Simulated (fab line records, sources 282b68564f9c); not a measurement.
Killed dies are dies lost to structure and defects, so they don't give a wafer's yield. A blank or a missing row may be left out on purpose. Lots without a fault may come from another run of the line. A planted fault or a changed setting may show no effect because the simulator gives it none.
A struck lot beside a sound one | flow rit_cmos | 18 steps out of a route of 202
Sound: wafers L897.1, L897.3, L897.4. Struck: wafers L912.2, L912.3, L912.4. The cause comes at the end.
At each step with rows: each side's tool, then ch and its chambers, then its first start. Under that, the readings that differ: sound wafers | struck wafers | difference of the means | sigmas: that difference in standard deviations of wafers without a fault.
alike: readings whose means differ by less than 2 such deviations, and words and numbers that are the same on both sides. not compared: withheld readings, readings that some wafer has no value for, bounds like >300 that may hide the same value, and numbers for which the record gives no deviation and whose values overlap.
The two part at a step that has a row with sigmas, a row that says differs or no value, or rows on one side only. Numbers that don't overlap but have no deviation are shown without sigmas and don't part them. A reading that every wafer of one side lacks parts them only if that side has two wafers or more.

first, 3 steps without rows for these wafers: RIT_GATE_CLEAN_02 (cleans in dHF, time 30 s); RIT_GATE_CLEAN_03 (cleans in SC2, time 600 s); RIT_GATE_CLEAN_04 (cleans in dHF, time 60 s).
RIT_FOX2_THK_MEAS_91:
  sound on film_metro-03, day 2 22:50; struck on film_metro-03, day 5 22:16
  alike: FIELD_OXIDE_LEFT_2_THK
then, 2 steps without rows for these wafers: RIT_GATE_OXIDATION_05 (target thk 3 nm, ox time 270 s); RIT_GATE_ANNEAL_06 (time 600 s).
RIT_GATE_THK_MEAS_07:
  sound on film_metro-02, day 3 00:45; struck on film_metro-02, day 5 23:52
  alike: GATE_OXIDE_THK
then, 1 step without rows for these wafers: RIT_GATE_CVD_08 (deposits poly-Si from SiH4, target thk 250 nm, time 2220 s).
RIT_GATE_THK_MEAS_09:
  sound on film_metro-01, day 3 02:26; struck on film_metro-02, day 6 01:32
  alike: GATE_POLY_THK
then, 3 steps without rows for these wafers: RIT_GATE_HMDS_10 (prime time 60 s); RIT_GATE_COAT_11 (resist thk 850 nm); RIT_GATE_SOFTBAKE_12 (time 60 s).
RIT_GATE_EXPOSE_13: exposes mask M6, target cd 150 nm.
  sound on iline_stepper-01 ch 0, day 3 03:07; struck on iline_stepper-01 ch 0, day 6 02:11
  reading                      | sound             | struck               | difference | sigmas
  model.GATE.overlay_x_nm (nm) | 1.143 1.143 1.143 | -148.3 -148.3 -148.3 | -149.4     |
  alike: mask
then, 2 steps without rows for these wafers: RIT_GATE_PEB_14; RIT_GATE_DEVELOP_15 (develop time 50 s).
RIT_GATE_CD_MEAS_16: target cd 150 nm.
  sound on cd_sem-02, day 3 03:49; struck on cd_sem-01, day 6 02:35
  reading    | sound             | struck            | difference | sigmas
  cd_nm (nm) | 146.5 146.3 147.4 | 153.7 151.5 153.2 | +6.1       | +2
RIT_GATE_OVL_MEAS_17:
  sound on overlay-02, day 3 03:56; struck on overlay-01, day 6 02:53
  reading       | sound        | struck               | difference | sigmas
  GATE_OVL (nm) | -0.2 0.9 0.2 | -148.1 -146.3 -149.2 | -148.2     | -99 or more
  not compared: hold
then, 1 step without rows for these wafers: RIT_M1_PROBE_99.

WHERE THEY PART
First at RIT_GATE_CD_MEAS_16; last, within this record, at RIT_GATE_OVL_MEAS_17.

WHY: what the simulator had put in
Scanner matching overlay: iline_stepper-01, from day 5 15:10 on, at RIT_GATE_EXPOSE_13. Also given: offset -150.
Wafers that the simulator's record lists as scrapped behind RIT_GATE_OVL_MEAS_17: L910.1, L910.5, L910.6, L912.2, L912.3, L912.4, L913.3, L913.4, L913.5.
